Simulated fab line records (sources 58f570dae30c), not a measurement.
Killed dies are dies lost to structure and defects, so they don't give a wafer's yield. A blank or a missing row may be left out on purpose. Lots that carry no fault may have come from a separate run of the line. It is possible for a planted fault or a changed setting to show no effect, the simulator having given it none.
Which tool was responsible?    flow berkeleyCmos170    15 lots, 45 wafers sampled, at 3 steps of a route of 331

== WHAT THE GAUGES SHOWED, per wafer ==
UCB170_SDANNEAL_RS_MEAS_04: measures by four-point-probe. Usual: for PLDD_RS the level is 1030.9 ohm/sq and the standard deviation is 2.7.
lot   measured      on            PLDD_RS (ohm/sq)                           flag
L624  day 8 03:38   filmMetro-02  1027.5 1029.5 1031.6                       
L625  day 8 03:04   filmMetro-02  1030.3 1034.2 1036.2                       
L626  day 8 12:14   filmMetro-04  1032.3 1033.5 1037.1                       
L628  day 8 11:46   filmMetro-04  1031.6 1031.4 1025.5                       
L629  day 9 06:03   filmMetro-04  1031.5 1029.7 1031.6                       
L632  day 9 11:20   filmMetro-02  1009.1 1010.8 1014.1 1011.1 1012.1 1014.0  OFF
L631  day 9 10:19   filmMetro-02  1036.7 1033.2 1036.3                       
L635  day 9 20:58   filmMetro-04  1029.3 1029.8 1028.9                       
L633  day 10 00:07  filmMetro-02  1015.9 1016.5 1013.5 1015.6 1015.3 1012.1  OFF
L636  day 10 14:01  filmMetro-03  1010.8 1014.4 1014.5 1014.3 1014.9 1012.1  OFF
L637  day 10 15:41  filmMetro-04  1030.3 1029.6 1030.6                       
L640  day 11 05:37  filmMetro-04  1031.1 1028.7 1031.3                       
L641  day 11 05:12  filmMetro-02  1031.1 1033.0 1033.8                       
L644  day 12 01:44  filmMetro-03  1032.3 1029.5 1032.5                       
L647  day 12 15:29  filmMetro-04  1031.2 1026.9 1029.9                       

UCB170_SDANNEAL_RS_MEAS_05: measures by four-point-probe. Usual: for NLDD_RS the level is 616.8 ohm/sq and the standard deviation is 1.6.
lot   measured      on            NLDD_RS (ohm/sq)   flag
L624  day 8 03:46   filmMetro-02  617.0 618.6 616.9  
L625  day 8 03:11   filmMetro-02  617.7 616.8 617.2  
L626  day 8 12:21   filmMetro-04  614.1 616.7 616.9  
L628  day 8 11:53   filmMetro-04  616.5 615.3 615.9  
L629  day 9 06:10   filmMetro-04  616.6 618.0 617.3  
L632  day 9 16:44   filmMetro-02  620.6 618.9 619.1  
L631  day 9 10:26   filmMetro-02  618.6 620.8 618.0  
L635  day 9 21:05   filmMetro-04  614.9 616.1 616.7  
L633  day 10 02:11  filmMetro-02  616.7 616.9 615.6  
L636  day 10 18:17  filmMetro-03  616.8 617.3 617.9  
L637  day 10 15:49  filmMetro-04  614.0 614.3 614.3  
L640  day 11 05:44  filmMetro-04  617.8 619.4 617.0  
L641  day 11 05:19  filmMetro-02  616.2 617.1 618.4  
L644  day 12 01:52  filmMetro-03  615.1 613.5 614.9  
L647  day 12 15:36  filmMetro-04  617.8 616.8 616.0  

== TOOL THAT RAN EACH LOT (tool first, then ch and the chambers of the sampled wafers, then the start) ==
lot   UCB170_PLDD_IMPLANT_08
L624  implanter-01 ch 0, day 7 08:30
L625  implanter-01 ch 0, day 7 09:13
L626  implanter-04 ch 0, day 7 21:41
L628  implanter-01 ch 0, day 7 21:57
L629  implanter-01 ch 0, day 8 12:36
L632  implanter-01 ch 0, day 8 18:59
L631  implanter-04 ch 0, day 8 19:55
L635  implanter-03 ch 0, day 9 06:51
L633  implanter-01 ch 0, day 9 07:56
L636  implanter-01 ch 0, day 10 01:15
L637  implanter-03 ch 0, day 10 01:29
L640  implanter-03 ch 0, day 10 15:07
L641  implanter-04 ch 0, day 10 15:25
L644  implanter-04 ch 0, day 11 13:20
L647  implanter-04 ch 0, day 11 20:46
- UCB170_PLDD_IMPLANT_08

== WHAT THE TOOLS THEMSELVES READ (means of the sampled wafers that have a number; where no wafer has one, the mark that the record gives instead) ==
UCB170_PLDD_IMPLANT_08. Usual: doseIonsCm2 5e+13, standard deviation 4.8e+10; faradayCurrentUA 157, standard deviation 3.8.
lot   tool          doseIonsCm2  faradayCurrentUA  flag
L624  implanter-01  5e+13        156               
L625  implanter-01  5e+13        157               
L626  implanter-04  5e+13        158               
L628  implanter-01  5e+13        155               
L629  implanter-01  5e+13        158               
L632  implanter-01  5e+13        167               
L631  implanter-04  5e+13        157               
L635  implanter-03  5e+13        151               
L633  implanter-01  5e+13        164               
L636  implanter-01  5e+13        166               
L637  implanter-03  5e+13        152               
L640  implanter-03  5e+13        153               
L641  implanter-04  5e+13        158               
L644  implanter-04  5e+13        155               
L647  implanter-04  5e+13        160               

== THE ANSWER, worked out from the rows above alone ==
Rule: a lot is off if the mean of its wafers that have a number lies more than 3 standard deviations from the usual mean. A lot without any number at a reading at which 4 lots or more have one is off too. All remaining lots with rows at the step are treated as sound. After the gauges, taken in route order, come the tools' own readings; for these a lot's mean is taken, as printed above. At the first step where some lot is off, the reading lying furthest off is the one used; lots without a number count as furthest.
Off: at UCB170_SDANNEAL_RS_MEAS_04 (PLDD_RS), L632, L633, L636.
A tool fits if, at a process step before that reading, it ran every lot that is off, and no sound lot after the first of them. Those tools and the gauges at UCB170_SDANNEAL_RS_MEAS_04 are tried in the same way. One fits: implanter-01 at UCB170_PLDD_IMPLANT_08. Its last sound lot is L629 (day 8 12:36), its first lot that is off L632 (day 8 18:59): a fault that began between those two fits.

== WHAT WAS PUT IN BY THE SIMULATOR ==
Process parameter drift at UCB170_PLDD_IMPLANT_08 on implanter-01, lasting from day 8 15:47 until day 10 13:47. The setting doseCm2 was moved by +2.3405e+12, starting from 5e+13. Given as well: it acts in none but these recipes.
Struck lots among those shown: L632, L633, L636. The rule given above showed the same thing.
